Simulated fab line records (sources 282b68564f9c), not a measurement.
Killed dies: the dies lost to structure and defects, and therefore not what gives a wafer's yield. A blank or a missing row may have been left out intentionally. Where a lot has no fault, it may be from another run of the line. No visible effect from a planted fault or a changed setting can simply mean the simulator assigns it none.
Comparing a struck lot with a sound one    flow rit-cmos    14 out of 202 route steps
Sound: wafers L509.1, L509.3, L509.4. Struck: wafers L511.2, L511.3, L511.4. At the end, the cause is stated.
Order at every step that has rows: each side's tool, ch and its chambers, its first start. Under that, the readings that differ: sound wafers    struck wafers    difference of the means    sigmas: that difference in standard deviations of wafers without a fault.
alike: a reading whose means differ by less than 2 such deviations, as well as words and numbers matching on both sides. not compared: withheld readings; readings where some wafer has no value; bounds like >300 that might hide an equal value; numbers whose values overlap and for which the record gives no deviation.
A row with sigmas, a row that says differs or no value, or rows on one side alone: a step with any of these is where the two part. Non-overlapping numbers with no deviation appear without sigmas and do not part them. Lack of a reading on every wafer of one side parts them only where that side has two or more wafers.

first, 1 step without rows for these wafers: RIT_PWELL_DEVELOP_05 (develop time 68 s).
RIT_PWELL_OVL_MEAS_06:
  struck on overlay-02, day 4 05:29; sound on overlay-02, day 3 19:19
  alike: PWELL_OVL
then, 2 steps without rows for these wafers: RIT_PWELL_HARDBAKE_07 (time 120 s); RIT_PWELL_IMPLANT_08.
RIT_PWELL_STRIP_09: strips in O2, time 180 s.
  sound on plasma-asher-02 ch 0,1, day 3 19:45; struck on plasma-asher-02 ch 0,1, day 4 05:55
  alike: drypump-motor-current-A
  not compared: rf-hours-counter-h
RIT_PWELL_TW_MEAS_10:
  struck on film-metro-04, day 4 06:05; sound on film-metro-02, day 3 19:56
  alike: PWELL_TW
then, 1 step without rows for these wafers: RIT_WELLDRIVE_ANNEAL_00 (time 14700 s).
RIT_WELLDRIVE_RS_MEAS_01: uses a four-point probe to measure.
  struck on film-metro-01, day 4 11:19; sound on film-metro-01, day 4 01:04
  alike: NWELL_RS
RIT_WELLDRIVE_RS_MEAS_02: uses a four-point probe to measure.
  struck on film-metro-01, day 4 11:26; sound on film-metro-01, day 4 01:11
  alike: PWELL_RS
then, 3 steps without rows for these wafers: RIT_NRETRO_HMDS_00 (prime time 60 s); RIT_NRETRO_COAT_01 (resist thk 1300 nm); RIT_NRETRO_SOFTBAKE_02 (time 60 s).
RIT_NRETRO_EXPOSE_03: exposes mask M4, target cd 43900 nm.
  sound on iline-stepper-01 ch 0, day 4 01:46; struck on iline-stepper-01, day 4 12:08
  no value came back on the struck wafers for exposure-dose-mJ-cm2, focus-offset-nm (nm); on the sound wafers exposure-dose-mJ-cm2 reads 250.21 250.26 249.83
  alike: mask
next, for these wafers, 1 step has no rows: RIT_NRETRO_PEB_04.

## WHERE THEY PART
At RIT_NRETRO_EXPOSE_03 and nowhere else, as far as this record goes.

WHY: what had been put in by the simulator
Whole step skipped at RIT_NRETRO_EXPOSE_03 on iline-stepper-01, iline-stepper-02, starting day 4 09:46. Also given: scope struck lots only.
